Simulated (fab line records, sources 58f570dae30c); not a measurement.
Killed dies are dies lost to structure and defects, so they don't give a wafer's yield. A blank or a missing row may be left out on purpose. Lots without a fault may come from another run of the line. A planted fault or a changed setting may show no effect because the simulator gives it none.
A struck lot beside a sound one | flow berkeley_cmos170 | 43 steps out of a route of 331
Sound: wafers L405.1, L405.4, L405.6. Struck: wafers L414.3, L414.4, L414.5. The cause comes at the end.
At each step with rows: each side's tool, then ch and its chambers, then its first start. Under that, the readings that differ: sound wafers | struck wafers | difference of the means | sigmas: that difference in standard deviations of wafers without a fault.
alike: readings whose means differ by less than 2 such deviations, and words and numbers that are the same on both sides. not compared: withheld readings, readings that some wafer has no value for, bounds like >300 that may hide the same value, and numbers for which the record gives no deviation and whose values overlap.
The two part at a step that has a row with sigmas, a row that says differs or no value, or rows on one side only. Numbers that don't overlap but have no deviation are shown without sigmas and don't part them. A reading that every wafer of one side lacks parts them only if that side has two wafers or more.

UCB170_PFIELD_TW_MEAS_09:
  sound on film_metro-01, day 5 18:50; struck on film_metro-01, day 7 22:37
  alike: PFIELD_TW
then, 2 steps without rows for these wafers: UCB170_FIELD_CLEAN_00 (cleans in dHF, time 7.5 s); UCB170_FIELD_OXIDATION_01 (target thk 558.3 nm, ox time 7200 s).
UCB170_FIELD_THK_MEAS_02:
  sound on film_metro-03, day 6 00:58; struck on film_metro-03, day 8 10:30
  alike: FIELD_OXIDE_THK
then, 4 steps without rows for these wafers: UCB170_FIELD_ANNEAL_03 (time 1200 s); UCB170_FIELD_WET_ETCH_04 (etches SiO2 in dHF, time 60 s); UCB170_FIELD_WET_ETCH_05 (etches Si3N4 in H3PO4, time 12600 s); UCB170_FIELD_WET_ETCH_06 (etches SiO2 in BOE, time 22 s).
UCB170_FIELD_THK_MEAS_90:
  sound on film_metro-02, day 6 11:35; struck on film_metro-03, day 8 23:39
  alike: FIELD_OXIDE_LEFT_1_THK
then, 2 steps without rows for these wafers: UCB170_SACOX_CLEAN_00 (cleans in dHF, time 7.5 s); UCB170_SACOX_OXIDATION_01 (target thk 14.4 nm, ox time 2400 s).
UCB170_SACOX_THK_MEAS_02:
  sound on film_metro-02, day 6 16:44; struck on film_metro-02, day 9 06:52
  alike: SACOX_OXIDE_THK
UCB170_SCREENOX_WET_ETCH_00: etches SiO2 in dHF, time 200 s.
  sound on wet_bench-04 ch 2, day 6 16:47; struck on wet_bench-04 ch 2, day 9 06:54
then, 1 step without rows for these wafers: UCB170_SCREENOX_OXIDATION_01 (target thk 14.4 nm, ox time 2400 s).
UCB170_SCREENOX_THK_MEAS_02:
  sound on film_metro-04, day 6 22:44; struck on film_metro-04, day 9 12:47
  alike: SCREENOX_OXIDE_THK
then, 7 steps without rows for these wafers: UCB170_SCREENOX_ANNEAL_03 (time 900 s); UCB170_NVT_HMDS_00 (prime time 60 s); UCB170_NVT_COAT_01 (resist thk 900 nm); UCB170_NVT_SOFTBAKE_02 (time 60 s); UCB170_NVT_EXPOSE_03 (exposes mask PWELL, target cd 3000 nm); UCB170_NVT_PEB_04; UCB170_NVT_DEVELOP_05 (develop time 45 s).
UCB170_NVT_OVL_MEAS_06:
  sound on overlay-01, day 7 07:41; struck on overlay-01, day 9 18:37
  alike: NVT_OVL
then, 1 step without rows for these wafers: UCB170_NVT_IMPLANT_07.
UCB170_NVT_STRIP_08: strips in O2.
  sound on plasma_asher-04 ch 0,1, day 7 07:52; struck on plasma_asher-04 ch 0,1, day 9 18:50
  alike: chamber_pressure_mTorr, drypump_motor_current_A, oes_product_au, strip_time_to_endpoint_s
  not compared: rf_hours_counter_h
UCB170_NVT_TW_MEAS_09:
  sound on film_metro-03, day 7 07:58; struck on film_metro-03, day 9 18:55
  alike: NVT_TW
then, 7 steps without rows for these wafers: UCB170_NVT_CLEAN_10 (cleans in SPM, time 600 s); UCB170_PVT_HMDS_00 (prime time 60 s); UCB170_PVT_COAT_01 (resist thk 900 nm); UCB170_PVT_SOFTBAKE_02 (time 60 s); UCB170_PVT_EXPOSE_03 (exposes mask NWELL, target cd 3000 nm); UCB170_PVT_PEB_04; UCB170_PVT_DEVELOP_05 (develop time 45 s).
UCB170_PVT_OVL_MEAS_06:
  sound on overlay-02, day 7 09:11; struck on overlay-01, day 9 22:30
  alike: PVT_OVL
then, 1 step without rows for these wafers: UCB170_PVT_IMPLANT_07.
UCB170_PVT_STRIP_08: strips in O2.
  sound on plasma_asher-04 ch 0,1, day 7 09:22; struck on plasma_asher-04 ch 0,1, day 9 22:43
  alike: chamber_pressure_mTorr, drypump_motor_current_A, oes_product_au, strip_time_to_endpoint_s
  not compared: rf_hours_counter_h
UCB170_PVT_TW_MEAS_09:
  sound on film_metro-01, day 7 09:28; struck on film_metro-01, day 9 22:48
  alike: PVT_TW
then, 1 step without rows for these wafers: UCB170_GATE_WET_ETCH_00 (etches SiO2 in dHF, time 200 s).
UCB170_FIELD_THK_MEAS_91:
  sound on film_metro-02, day 7 09:36; struck on film_metro-03, day 9 22:56
  alike: FIELD_OXIDE_LEFT_2_THK
then, 1 step without rows for these wafers: UCB170_GATE_OXIDATION_01 (target thk 6.6 nm, ox time 1800 s).
UCB170_GATE_THK_MEAS_02:
  sound on film_metro-03, day 7 20:38; struck on film_metro-03, day 10 07:16
  alike: GATE_OXIDE_THK
then, 1 step without rows for these wafers: UCB170_GATE_ANNEAL_03 (time 1800 s).
-- the record jumps here: 2 days lie between the struck wafers' starts before and after (it left off in module GATE and takes up again in module M3, whose first step shown is number 331 of the route) --
UCB170_M3_PROBE_99:
  the record has rows for the struck wafers here (prober-02, day 12 10:47) and none for the sound ones

WHERE THEY PART
Only at UCB170_M3_PROBE_99, within this record.

WHY: what the simulator had put in
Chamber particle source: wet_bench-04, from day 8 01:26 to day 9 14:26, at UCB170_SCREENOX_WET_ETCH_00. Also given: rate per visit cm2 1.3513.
